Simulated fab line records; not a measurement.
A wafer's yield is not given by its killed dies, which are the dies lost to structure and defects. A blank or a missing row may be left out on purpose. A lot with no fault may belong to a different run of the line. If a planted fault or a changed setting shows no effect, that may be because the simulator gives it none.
fab line records	flow rit-cmos
record lots=7	wafers=21	last-day=7
route steps=202 shown PLDD@124 SPACER@125 NSD@131
lots that met no fault: taken from a fault-free run of the same line
start-h: hours from the record's first day to the start of the lot's first wafer shown	wait-h: hours elapsed since this lot's preceding step	" same as the row above	L1.1+2: one row covering several wafers at once	- no value present, or no start provided	* or withheld: withheld	< > ~ a bound
route shown NAME@n: a module of which the file shows steps, and the number in the route of the first	usual: mean and standard deviation over wafers with no fault	same: alike in all rows	chamber/n: place in a boat	sites: each site's reading	_std_site: their standard deviation	_edge_site: inner sites' mean taken away from outer sites' mean	radius-mm: how far each site lies from the wafer's centre	mask NAME#n: copy n	behind: tool/chamber where the wafer was last shaped	hold: cause of the lot's hold/its duration in hours/its outcome	device: transistor that didn't switch, given as n, p or np	end of line: the same wafers' tests at the end of the route	where a step has no rows: the recipe by itself	killed: not the wafer's yield, but the dies lost to structure and defects at the first sort	map: dies across one wafer; x = killed, . = not, _ = none there
set.NAME: setting as actually run; set.NAME@STEP: the setting as run at that earlier step	model.NAME: the simulator's own value behind a step, which no gauge read
lots at selected steps of the route; one table per step, one row per wafer
services: the hour from which a tool's chamber was out of use, counted from the record's first day as start-h (under 0 if before that day), plus the number of hours and why
## steps
# step RIT_PLDD_TW_MEAS_10
# usual PLDD_TW=2324/20
lot.wafer	tool	chamber	start-h	wait-h	PLDD_TW
L876.1	film-metro-03	-	50.85	0.1	2307
L876.4	"	-	"	"	2304
L876.5	"	-	"	"	2307
L879.3	film-metro-04	-	64.91	0.1	2311
L879.4	"	-	"	"	2323
L879.6	"	-	"	"	2330
L882.3	film-metro-04	-	83.67	0.1	2327
L882.4	"	-	"	"	2310
L882.6	"	-	"	"	2336
L891.2	film-metro-04	-	127.93	0.1	2318
L891.4	"	-	"	"	2323
L891.5	"	-	"	"	2314
L892.1	film-metro-04	-	133.55	0.1	2311
L892.5	"	-	"	"	2325
L892.6	"	-	"	"	2325
L893.1	film-metro-04	-	135.95	0.1	2315
L893.2	"	-	"	"	2321
L893.6	"	-	"	"	2324
L898.3	film-metro-04	-	158.40	0.1	2305
L898.4	"	-	"	"	2312
L898.5	"	-	"	"	2312
# step RIT_SPACER_CLEAN_00
# recipe chemistry=SC1	mix=3:3:50	time-s=600	temp-c=75
# step RIT_SPACER_CLEAN_01
# recipe chemistry=dHF	dilution=50:1	time-s=30
# step RIT_SPACER_CLEAN_02
# recipe chemistry=SC2	mix=3:3:50	time-s=600	temp-c=75	dry=n2-spin
# step RIT_SPACER_CVD_03
# recipe material=Si3N4	target-thk-nm=250	temp-c=810	precursor=SiH2Cl2/NH3	time-s=3300	pressure-mtorr=300	sih2cl2-flow-sccm=60	nh3-flow-sccm=150
# step RIT_SPACER_THK_MEAS_04
# recipe reads=Si3N4_of_SPACER_CVD_03
# usual SPACER_NITRIDE_THK=250.0/2.3
lot.wafer	tool	chamber	start-h	wait-h	SPACER_NITRIDE_THK[nm]
L876.1	film-metro-03	-	53.21	0.0	249.8
L876.4	"	-	"	"	250.7
L876.5	"	-	"	"	252.7
L879.3	film-metro-03	-	67.26	0.0	249.2
L879.4	"	-	"	"	249.5
L879.6	"	-	"	"	250.8
L882.3	film-metro-03	-	86.01	0.0	251.3
L882.4	"	-	"	"	252.3
L882.6	"	-	"	"	253.3
L891.2	film-metro-02	-	131.25	0.0	250.0
L891.4	"	-	"	"	250.9
L891.5	"	-	"	"	251.3
L892.1	film-metro-02	-	135.89	0.0	251.1
L892.5	"	-	"	"	251.7
L892.6	"	-	"	"	251.9
L893.1	film-metro-02	-	139.43	0.0	248.3
L893.2	"	-	"	"	249.3
L893.6	"	-	"	"	249.7
L898.3	film-metro-03	-	160.76	0.0	245.2
L898.4	"	-	"	"	245.1
L898.5	"	-	"	"	245.1
# step RIT_SPACER_ETCHBACK_05
# recipe target-depth-a=2500	SF6_flow_sccm=30	CHF3_flow_sccm=30	target=Si3N4	chemistry=SF6/CHF3	pressure-mtorr=40	rf-w=250	time-s=240	stop-on=SiO2
# usual drypump-motor-current-A=5.7/0.52	oes-product-au=0.848/0.017	rf-fwd-power-W=249.3/0.81	throttle-valve-pct=10.32/0.12
# same time-s=240
lot.wafer	tool	chamber	start-h	wait-h	drypump-motor-current-A	oes-product-au	rf-fwd-power-W	rf-hours-counter-h	throttle-valve-pct
L876.1	rie-diel-04	0	53.27	0.1	5.0	0.844	248.8	61	10.18
L876.4	"	3	"	"	5.8	0.825	249.3	1	10.26
L876.5	"	0	"	"	5.0	0.853	248.6	-	10.19
L879.3	rie-diel-04	0	67.30	0.0	5.0	0.847	250.3	61	10.18
L879.4	"	2	"	"	6.0	0.837	250.1	30	10.43
L879.6	"	2	"	"	6.0	0.840	250.3	-	10.42
L882.3	rie-diel-02	3	86.05	0.0	5.7	0.849	249.3	91	10.28
L882.4	"	2	"	"	5.6	0.858	249.9	160	10.22
L882.6	"	3	"	"	5.7	0.855	247.9	-	10.28
L891.2	rie-diel-02	2	131.30	0.0	5.6	0.833	248.8	0	10.24
L891.4	"	0	"	"	4.8	0.846	248.9	36	10.42
L891.5	"	2	"	"	5.6	0.828	250.6	-	10.23
L892.1	rie-diel-01	1	135.95	0.1	6.5	0.848	248.1	133	10.36
L892.5	"	2	"	"	5.5	0.883	250.1	-	10.08
L892.6	"	0	"	"	5.9	0.872	248.7	-	10.35
L893.1	rie-diel-02	2	139.49	0.1	5.6	0.817	250.4	0	10.22
L893.2	"	0	"	"	4.8	0.846	249.1	36	10.41
L893.6	"	0	"	"	4.8	0.837	249.8	-	10.40
L898.3	rie-diel-01	2	160.80	0.0	5.5	0.857	249.1	79	10.08
L898.4	"	1	"	"	6.5	0.846	249.2	134	10.35
L898.5	"	2	"	"	5.5	0.866	249.2	-	10.08
# step RIT_NSD_HMDS_00
# recipe prime-time-s=60	prime-temp-c=140
# step RIT_NSD_COAT_01
# recipe resist=NOVOLAK	spin-rpm=3250	resist-thk-nm=1000
# step RIT_NSD_SOFTBAKE_02
# recipe resist=NOVOLAK	temp-c=90	time-s=60
# step RIT_NSD_EXPOSE_03
# recipe mask-id=M9	na=0.57	target-cd-nm=40700	dose-mj=250
# step RIT_NSD_PEB_04
# recipe resist=NOVOLAK	temp-c=withheld	time-s=withheld
# step RIT_NSD_DEVELOP_05
# recipe resist=NOVOLAK	develop-time-s=50	dev-temp-c=23
# usual chill-plate-temp-C=23.02/0.1	develop-time-s=50/0
lot.wafer	tool	chamber	start-h	wait-h	chill-plate-temp-C	develop-time-s
L876.1	litho-track-04	0	54	-	22.98	50
L876.4	"	0	"	"	23.10	50
L876.5	"	0	"	"	23.08	50
L879.3	litho-track-04	0	68	-	22.94	50
L879.4	"	0	"	"	23.05	50
L879.6	"	0	"	"	23.17	50
L882.3	litho-track-03	0	87	-	23.10	50
L882.4	"	0	"	"	23.12	50
L882.6	"	0	"	"	22.96	50
L891.2	litho-track-04	-	132	-	-	-
L891.4	"	-	"	"	-	-
L891.5	"	-	"	"	-	-
L892.1	litho-track-04	-	136	-	-	-
L892.5	"	-	137	-	-	-
L892.6	"	-	"	"	-	-
L893.1	litho-track-04	-	140	-	-	-
L893.2	"	-	"	"	-	-
L893.6	"	-	"	"	-	-
L898.3	litho-track-04	0	161	-	23.10	50
L898.4	"	0	"	"	23.16	50
L898.5	"	0	"	"	23.02	50
# step RIT_NSD_OVL_MEAS_06
# usual NSD_OVL=0.8/1.4
lot.wafer	tool	chamber	start-h	wait-h	NSD_OVL[nm]
L876.1	overlay-02	-	54.27	-	1.0
L876.4	"	-	"	"	2.3
L876.5	"	-	"	"	2.0
L879.3	overlay-02	-	68.31	-	0.2
L879.4	"	-	"	"	0.4
L879.6	"	-	"	"	0.2
L882.3	overlay-02	-	87.21	-	-1.0
L882.4	"	-	"	"	1.6
L882.6	"	-	"	"	1.1
L891.2	overlay-01	-	132.45	-	-
L891.4	"	-	"	"	-
L891.5	"	-	"	"	-
L892.1	overlay-02	-	137.08	-	-
L892.5	"	-	"	"	-
L892.6	"	-	"	"	-
L893.1	overlay-02	-	140.49	-	-
L893.2	"	-	"	"	-
L893.6	"	-	"	"	-
L898.3	overlay-01	-	161.94	-	-1.7
L898.4	"	-	"	"	0.5
L898.5	"	-	"	"	-1.0
## services
tool	chamber	start-h	hours	kind
rie-diel-01	0	61.01	7.9	repair
rie-diel-02	2	98.12	-	clean
rie-diel-02	2	98.12	21.1	scheduled-down
rie-diel-02	2	98.12	21.1	vent-cycle
rie-diel-04	2	103.00	3.8	repair
rie-diel-02	1	132.58	2.4	repair
rie-diel-01	3	135.35	6.4	repair
rie-diel-01	-	156.11	0.2	repair
## key
first-sign step=RIT_NSD_DEVELOP_05	reading=tool-record	direction=missing
effect none on later readings
met-at RIT_NSD_DEVELOP_05
struck-wafers L891.2,L891.4,L891.5,L892.1,L892.5,L892.6,L893.1,L893.2,L893.6
sort-left-out L891.2,L891.4,L891.5,L892.1,L892.5,L892.6,L893.1,L893.2,L893.6
tester-left-out L891,L892,L893
onset-between 68 132
fault kind=skipped-step-whole	tool=litho-track-04	chamber=-	onset-h=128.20	steps=RIT_NSD_DEVELOP_05	scope=struck-lots-only
# tester-left-out: of these lots the tester's yield and bins aren't shown, on N5 and GAA mostly nor the transistor test; their killed dies are dies lost to structure and defects alone, not to doping, threshold or leakage, so they don't give the yield
# sort-left-out: the simulated sort isn't trusted on such a fault, so these wafers' sort isn't shown, and their yield isn't known
